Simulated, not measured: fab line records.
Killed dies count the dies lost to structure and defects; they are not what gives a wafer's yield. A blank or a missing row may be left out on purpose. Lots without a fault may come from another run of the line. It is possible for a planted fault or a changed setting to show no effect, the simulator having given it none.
Check of tool commonality + flow berkeleyCmos170 + Sample size 14 lots and 42 wafers

WHY THIS WAS OPENED
UCB170_PSD_TW_MEAS_10, reading PSD_TW: flagged on 2 of 14 lots. Fault-free wafers read 2316, with a standard deviation of 22.
Rule: a lot is flagged when every wafer of it that has a number lies more than 4 standard deviations from that mean, or none has a number. All remaining lots are regarded as sound.

| lot  | measured     | on           | PSD_TW, wafer by wafer | flag    |
|------|--------------|--------------|------------------------|---------|
| L944 | day 6 12:20  | filmMetro-03 | 2307 2299 2323         |         |
| L943 | day 6 12:44  | filmMetro-04 | 2330 2326 2327         |         |
| L945 | day 6 17:16  | filmMetro-01 | 2335 2325 2317         |         |
| L946 | day 6 17:31  | filmMetro-01 | 2315 2322 2320         |         |
| L948 | day 7 04:26  | filmMetro-03 | 2298 2299 2311         |         |
| L952 | day 8 02:08  | filmMetro-03 | 2057 2058 2065         | FLAGGED |
| L954 | day 8 11:47  | filmMetro-01 | 2066 2078 2081         | FLAGGED |
| L959 | day 9 16:02  | filmMetro-01 | 2326 2334 2318         |         |
| L958 | day 9 16:16  | filmMetro-04 | 2347 2343 2351         |         |
| L960 | day 9 20:01  | filmMetro-03 | 2311 2303 2308         |         |
| L962 | day 10 15:55 | filmMetro-04 | 2347 2358 2338         |         |
| L963 | day 10 15:59 | filmMetro-03 | 2291 2294 2315         |         |
| L964 | day 10 19:07 | filmMetro-03 | 2306 2307 2305         |         |
| L966 | day 11 12:32 | filmMetro-03 | 2293 2306 2301         |         |
The mean of the flagged lots' numbers is 2068, -248 from the usual (-11 standard deviations).

TOOL THAT RAN EACH LOT
Before the reading, the record contains 2 process steps out of a 331-step route. In each cell: the tool, then ch and the chambers that the sampled wafers went through, then the start.
| lot  | flag    | UCB170_PSD_IMPLANT_08           | UCB170_PSD_STRIP_09                 |
|------|---------|---------------------------------|-------------------------------------|
| L944 |         | implanter-02 ch 0, day 6 12:07  | plasmaAsher-03 ch 0,1, day 6 12:14  |
| L943 |         | implanter-01 ch 0, day 6 12:20  | plasmaAsher-01 ch 0,1, day 6 12:38  |
| L945 |         | implanter-04 ch 0, day 6 17:01  | plasmaAsher-01 ch 0,1, day 6 17:10  |
| L946 |         | implanter-04 ch 0, day 6 17:16  | plasmaAsher-01 ch 0,1, day 6 17:25  |
| L948 |         | implanter-01 ch 0, day 7 04:02  | plasmaAsher-02 ch 1, day 7 04:20    |
| L952 | FLAGGED | implanter-04 ch 0, day 8 01:55  | plasmaAsher-03 ch 0,1, day 8 02:02  |
| L954 | FLAGGED | implanter-04 ch 0, day 8 11:32  | plasmaAsher-01 ch 0,1, day 8 11:41  |
| L959 |         | implanter-01 ch 0, day 9 15:47  | plasmaAsher-01 ch 0,1, day 9 15:55  |
| L958 |         | implanter-01 ch 0, day 9 16:02  | plasmaAsher-03 ch 0,1, day 9 16:09  |
| L960 |         | implanter-01 ch 0, day 9 19:46  | plasmaAsher-02 ch 0,1, day 9 19:55  |
| L962 |         | implanter-02 ch 0, day 10 15:41 | plasmaAsher-03 ch 0,1, day 10 15:49 |
| L963 |         | implanter-01 ch 0, day 10 15:44 | plasmaAsher-01 ch 0,1, day 10 15:53 |
| L964 |         | implanter-01 ch 0, day 10 18:52 | plasmaAsher-02 ch 0,1, day 10 19:01 |
| L966 |         | implanter-01 ch 0, day 11 12:17 | plasmaAsher-02 ch 0,1, day 11 12:25 |
These steps, and what they do:
- UCB170_PSD_IMPLANT_08
- UCB170_PSD_STRIP_09: strips in O2.
- UCB170_PSD_TW_MEAS_10

FLAGGED AGAINST TOTAL, ONE TOOL AT A TIME (gauges that did the reading follow at the end)
| step                  | tool           | lots run | flagged | share of the flagged lots | sound lots run after its first flagged lot |
|-----------------------|----------------|----------|---------|---------------------------|--------------------------------------------|
| UCB170_PSD_IMPLANT_08 | implanter-01   | 8        | 0       | none                      | -                                          |
| UCB170_PSD_IMPLANT_08 | implanter-02   | 2        | 0       | none                      | -                                          |
| UCB170_PSD_IMPLANT_08 | implanter-04   | 4        | 2       | all                       | 0                                          |
| UCB170_PSD_STRIP_09   | plasmaAsher-01 | 6        | 1       | some                      | 2 (L959,L963)                              |
| UCB170_PSD_STRIP_09   | plasmaAsher-02 | 4        | 0       | none                      | -                                          |
| UCB170_PSD_STRIP_09   | plasmaAsher-03 | 4        | 1       | some                      | 2 (L958,L962)                              |
| UCB170_PSD_TW_MEAS_10 | filmMetro-01   | 4        | 1       | some                      | 1 (L959)                                   |
| UCB170_PSD_TW_MEAS_10 | filmMetro-03   | 7        | 1       | some                      | 4 (L960,L963,L964,L966)                    |
| UCB170_PSD_TW_MEAS_10 | filmMetro-04   | 3        | 0       | none                      | -                                          |

WHAT THE TABLE PERMITS
In the table, 1 row covers all flagged lots: implanter-04 at UCB170_PSD_IMPLANT_08.
- implanter-04 at UCB170_PSD_IMPLANT_08: 2 of its 4 lots flagged. A fault beginning between L946 (day 6 17:16), its last sound lot, and L952 (day 8 01:55), its first flagged one, fits the data. Its own readings (doseIonsCm2, faradayCurrentUA) fall more than 4 standard deviations out on all wafers of the flagged lots.
What remains is a single tool, implanter-04 at UCB170_PSD_IMPLANT_08.

WHAT HAD BEEN PUT IN BY THE SIMULATOR
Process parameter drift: implanter-04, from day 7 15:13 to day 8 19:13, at UCB170_PSD_IMPLANT_08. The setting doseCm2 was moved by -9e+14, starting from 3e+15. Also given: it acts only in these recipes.
Struck lots among those shown: L952, L954. The rule given above showed the same thing.
